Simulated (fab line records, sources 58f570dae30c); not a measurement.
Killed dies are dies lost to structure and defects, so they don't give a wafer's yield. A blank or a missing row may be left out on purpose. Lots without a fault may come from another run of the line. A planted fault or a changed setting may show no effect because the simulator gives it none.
Which tool did it? | flow berkeley_cmos170 | 14 lots, 42 wafers sampled, at 2 steps of a route of 331

WHAT THE GAUGES READ, wafer by wafer
UCB170_CONTACT_THK_MEAS_02. Usual: CONTACT_PSG_THK 698 nm, standard deviation 6.5.
lot  | measured     | on            | CONTACT_PSG_THK (nm) | flag
L460 | day 6 18:31  | film_metro-02 | 694 696 704          |
L461 | day 7 07:14  | film_metro-01 | 699 700 698          |
L462 | day 7 07:14  | film_metro-04 | 701 707 708          |
L463 | day 7 07:55  | film_metro-01 | 695 693 691          |
L464 | day 7 16:06  | film_metro-02 | 690 691 696          |
L465 | day 7 16:33  | film_metro-01 | 692 689 691          |
L467 | day 7 16:34  | film_metro-02 | 698 699 701          |
L468 | day 8 09:44  | film_metro-02 | 703 698 704          |
L472 | day 9 12:01  | film_metro-02 | 692 696 693          |
L474 | day 10 03:31 | film_metro-02 | 607 609 611          | OFF
L475 | day 10 11:09 | film_metro-02 | 632 631 627          | OFF
L477 | day 10 16:40 | film_metro-02 | 713 709 711          |
L480 | day 11 01:19 | film_metro-02 | 697 697 699          |
L481 | day 11 12:15 | film_metro-02 | 700 697 693          |

WHICH TOOL RAN EACH LOT (tool, then ch and the chambers of the sampled wafers, then the start)
lot  | UCB170_CONTACT_CVD_01
L460 | lpcvd-01 ch 1, day 6 16:43
L461 | lpcvd-01 ch 1, day 7 05:26
L462 | lpcvd-01 ch 0, day 7 05:26
L463 | lpcvd-02 ch 1, day 7 06:08
L464 | lpcvd-02 ch 1, day 7 14:18
L465 | lpcvd-01 ch 0, day 7 14:46
L467 | lpcvd-01 ch 0, day 7 14:46
L468 | lpcvd-01 ch 1, day 8 07:56
L472 | lpcvd-02 ch 1, day 9 10:13
L474 | lpcvd-01 ch 0, day 10 01:44
L475 | lpcvd-01 ch 0, day 10 09:21
L477 | lpcvd-02 ch 1, day 10 14:53
L480 | lpcvd-02 ch 0, day 10 23:31
L481 | lpcvd-02 ch 1, day 11 10:28
- UCB170_CONTACT_CVD_01: deposits PSG from SiH4/O2/PH3, target thk 700 nm, time 2820 s.

WHAT THE TOOLS THEMSELVES READ (means of the sampled wafers that have a number; where no wafer has one, the mark that the record gives instead)
UCB170_CONTACT_CVD_01. Usual: o2_flow_sccm 89.99 sccm, standard deviation 0.28; ph3_flow_sccm 24.99 sccm, standard deviation 0.084; spike_tc_centre_C 452.6 C, standard deviation 1.1; spike_tc_load_C 470 C, standard deviation 3.5; spike_tc_source_C 468.4 C, standard deviation 2.8; susceptor_temp_C 449.97 C, standard deviation 0.22.
lot  | tool     | o2_flow_sccm (sccm) | ph3_flow_sccm (sccm) | spike_tc_centre_C (C) | spike_tc_load_C (C) | spike_tc_source_C (C) | susceptor_temp_C (C) | flag
L460 | lpcvd-01 | 89.67               | 24.99                | 452.4                 | 470                 | 465.8                 | 450.02               |
L461 | lpcvd-01 | 89.47               | 24.91                | 451.9                 | 469                 | 464.1                 | 450.01               |
L462 | lpcvd-01 | 90.15               | 24.96                | 453.4                 | 467                 | 472.1                 | 450.00               |
L463 | lpcvd-02 | 89.95               | 24.93                | 452.1                 | 475                 | 469.4                 | 449.70               |
L464 | lpcvd-02 | 90.00               | 24.96                | 451.5                 | 475                 | 467.6                 | 450.11               |
L465 | lpcvd-01 | 89.89               | 24.99                | 452.6                 | 468                 | 470.7                 | 449.89               |
L467 | lpcvd-01 | 89.86               | 24.95                | 451.7                 | 466                 | 470.2                 | 450.07               |
L468 | lpcvd-01 | 90.13               | 25.08                | 453.0                 | 470                 | 464.3                 | 449.79               |
L472 | lpcvd-02 | 90.06               | 25.03                | 451.8                 | 475                 | 468.3                 | 449.92               |
L474 | lpcvd-01 | 90.41               | 25.00                | 440.8                 | 454                 | 459.0                 | 436.75               | OFF
L475 | lpcvd-01 | 90.10               | 25.08                | 440.2                 | 454                 | 457.0                 | 436.62               | OFF
L477 | lpcvd-02 | 90.09               | 24.96                | 451.4                 | 474                 | 467.0                 | 450.09               |
L480 | lpcvd-02 | 89.84               | 25.05                | 454.1                 | 468                 | 464.7                 | 449.81               |
L481 | lpcvd-02 | 90.26               | 25.00                | 452.1                 | 475                 | 467.6                 | 449.87               |

THE ANSWER, worked out from the rows above alone
Rule: a lot is off if the mean of its wafers that have a number lies more than 3 standard deviations from the usual mean. A lot without any number at a reading at which 4 lots or more have one is off too. The other lots that the step has rows for count as sound. The gauges are gone through in route order, then the tools' own readings, and for those a lot's mean is taken as printed above. The first step at which some lot is off is used, and at that step the reading that is off furthest; a lot without a number counts as furthest.
Off: L474, L475, at UCB170_CONTACT_THK_MEAS_02 (CONTACT_PSG_THK).
A tool fits if, at a process step before that reading, it ran every lot that is off, and no sound lot after the first of them. The gauges at UCB170_CONTACT_THK_MEAS_02 aren't tried: what is off there is off at UCB170_CONTACT_CVD_01 too, on other tools, and a gauge's error can't cause that. One fits: lpcvd-01 at UCB170_CONTACT_CVD_01. Its last sound lot is L468 (day 8 07:56), its first lot that is off L474 (day 10 01:44): a fault that began between those two fits.
The tool's own readings at UCB170_CONTACT_CVD_01 bear it out: on the lots that are off they differ by more than 5 times the standard deviation of the sound lots' means. spike_tc_centre_C reads 440.5 C there against 452.3 C on the sound lots; spike_tc_load_C reads 454 C there against 471 C on the sound lots; susceptor_temp_C reads 436.69 C there against 449.94 C on the sound lots.

WHAT THE SIMULATOR HAD PUT IN
Process parameter drift: lpcvd-01, from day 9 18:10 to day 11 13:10, at UCB170_CONTACT_CVD_01. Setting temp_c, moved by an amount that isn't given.
Lots struck among those shown: L474, L475. The rule above found the same.
